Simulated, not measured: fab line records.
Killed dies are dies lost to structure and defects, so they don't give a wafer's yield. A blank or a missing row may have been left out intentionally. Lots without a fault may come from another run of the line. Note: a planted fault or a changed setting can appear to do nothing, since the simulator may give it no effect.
Chamber matching + flow berkeley-cmos170 + rie-si-01 running UCB170_GATE_ETCH_15: 4 sister chambers
The step etches poly-Si in HBr/Cl2, stops on SiO2, time 56.3 s, target depth 278.2 nm. 14 wafers are shown with their chamber, then 6 later ones without.

== WAFERS WITH THEIR CHAMBER ==
| wafer  | chamber | throttle-valve-pct (%) | oes-product-au (a.u.) | rf-fwd-power-W (W) |
|--------|---------|------------------------|-----------------------|--------------------|
| L165.1 | 1       | 26.36                  | 0.822                 | 299.2              |
| L165.4 | 2       | 26.36                  | 0.847                 | 297.6              |
| L165.6 | 0       | 26.41                  | 0.814                 | 296.2              |
| L168.1 | 1       | 26.36                  | 0.819                 | 298.0              |
| L168.4 | 1       | 26.34                  | 0.830                 | 297.3              |
| L168.6 | 0       | 26.42                  | 0.822                 | 294.1              |
| L171.1 | 2       | 26.37                  | 0.835                 | 294.5              |
| L171.2 | 1       | 26.36                  | 0.824                 | 298.5              |
| L171.4 | 0       | 26.42                  | 0.805                 | 296.5              |
| L169.2 | 1       | 26.36                  | 0.818                 | 299.4              |
| L169.5 | 3       | 26.86                  | 0.831                 | 296.5              |
| L169.6 | 0       | 26.41                  | 0.815                 | 296.0              |
| L173.1 | 3       | 26.84                  | 0.827                 | 297.9              |
| L173.4 | 1       | 26.34                  | 0.836                 | 296.8              |

SIGNATURES (means of the wafers above)
| reading            | chamber 0 | chamber 1 | chamber 2 | chamber 3 | scatter within a chamber |
|--------------------|-----------|-----------|-----------|-----------|--------------------------|
| throttle-valve-pct | 26.4150   | 26.3533   | 26.3650   | 26.8500   | 0.0094                   |
| oes-product-au     | 0.81400   | 0.82483   | 0.84100   | 0.82900   | 0.00683                  |
| rf-fwd-power-W     | 295.700   | 298.200   | 296.050   | 297.200   | 1.21                     |
Rule: for each reading, subtract the chamber's mean from the wafer's reading, divide by that reading's scatter and square the result; add these up over the readings and take the root, which gives the wafer's distance from the chamber. The wafer belongs to the nearest chamber; if the next one is less than 2 further off, it can't be placed. How the scatter is found: for the shown wafers, subtract from each reading the mean of its chamber, square and add these, divide the total by (wafers less chambers), then take the root.

== WAFERS WITH NO CHAMBER GIVEN ==
| wafer  | throttle-valve-pct (%) | oes-product-au (a.u.) | rf-fwd-power-W (W) |
|--------|------------------------|-----------------------|--------------------|
| L173.6 | 26.37                  | 0.839                 | 296.3              |
| L176.1 | 26.41                  | 0.819                 | 296.8              |
| L176.3 | 26.86                  | 0.847                 | 298.7              |
| L176.6 | 26.37                  | 0.848                 | 296.4              |
| L183.2 | 26.40                  | 0.818                 | 295.1              |
| L183.5 | 26.40                  | 0.817                 | 295.0              |

== WHICH CHAMBER EACH WENT THROUGH ==
| wafer  | from the rows above | in truth |
|--------|---------------------|----------|
| L173.6 | 2                   | 2        |
| L176.1 | 0                   | 0        |
| L176.3 | 3                   | 3        |
| L176.6 | 2                   | 2        |
| L183.2 | 0                   | 0        |
| L183.5 | 0                   | 0        |
Correct placement for 6 of the 6. Not placeable from these rows: 0. Number placed wrongly: 0.
